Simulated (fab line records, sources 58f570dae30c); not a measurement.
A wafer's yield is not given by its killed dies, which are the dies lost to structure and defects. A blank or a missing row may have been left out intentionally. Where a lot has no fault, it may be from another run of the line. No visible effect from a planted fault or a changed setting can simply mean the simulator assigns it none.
Matching of chambers :: flow berkeley_cmos170 :: 4 sister chambers for UCB170_NWELL_ETCH_13 on rie_diel-01
The step etches Si3N4 in CH3F/Ar/O2, stops on SiO2, target depth 246.4 nm, time 154 s. 4 wafers are shown with their chamber, then 8 later ones without.

## WAFERS PAIRED WITH THEIR CHAMBERS
wafer: L656.2
chamber: 3
drypump_motor_current_A (A): 6.0

wafer: L656.6
chamber: 2
drypump_motor_current_A (A): 5.6

wafer: L657.6
chamber: 0
drypump_motor_current_A (A): 4.9

wafer: L659.2
chamber: 1
drypump_motor_current_A (A): 5.7

## WAFERS WITH NO CHAMBER GIVEN
wafer: L659.3
drypump_motor_current_A (A): 5.6

wafer: L659.5
drypump_motor_current_A (A): 4.9

wafer: L660.2
drypump_motor_current_A (A): 5.6

wafer: L660.3
drypump_motor_current_A (A): 4.9

wafer: L660.6
drypump_motor_current_A (A): 4.9

wafer: L668.1
drypump_motor_current_A (A): 6.0

wafer: L668.2
drypump_motor_current_A (A): 5.0

wafer: L668.4
drypump_motor_current_A (A): 5.7

## WHICH CHAMBER EACH WENT THROUGH
wafer: L659.3
from the rows above: 2
in truth: 2

wafer: L659.5
from the rows above: 0
in truth: 0

wafer: L660.2
from the rows above: 2
in truth: 2

wafer: L660.3
from the rows above: 0
in truth: 0

wafer: L660.6
from the rows above: 0
in truth: 0

wafer: L668.1
from the rows above: 3
in truth: 3

wafer: L668.2
from the rows above: 0
in truth: 0

wafer: L668.4
from the rows above: 1
in truth: 1
Correctly placed: 8 of 8. From these rows, 0 cannot be placed. 0 placed wrongly.
How it was worked out, from the rows above alone: a wafer's distance from a chamber is the root of the sum, over the readings, of the square of ((its reading less the chamber's mean) divided by the reading's scatter). The wafer belongs to the nearest chamber; if the next one is less than 2 further off, it can't be placed. Each chamber's mean is taken over the wafers shown for it. The scatter: root of mean squared gap, hidden wafer to nearest shown wafer, with one shown wafer a chamber.
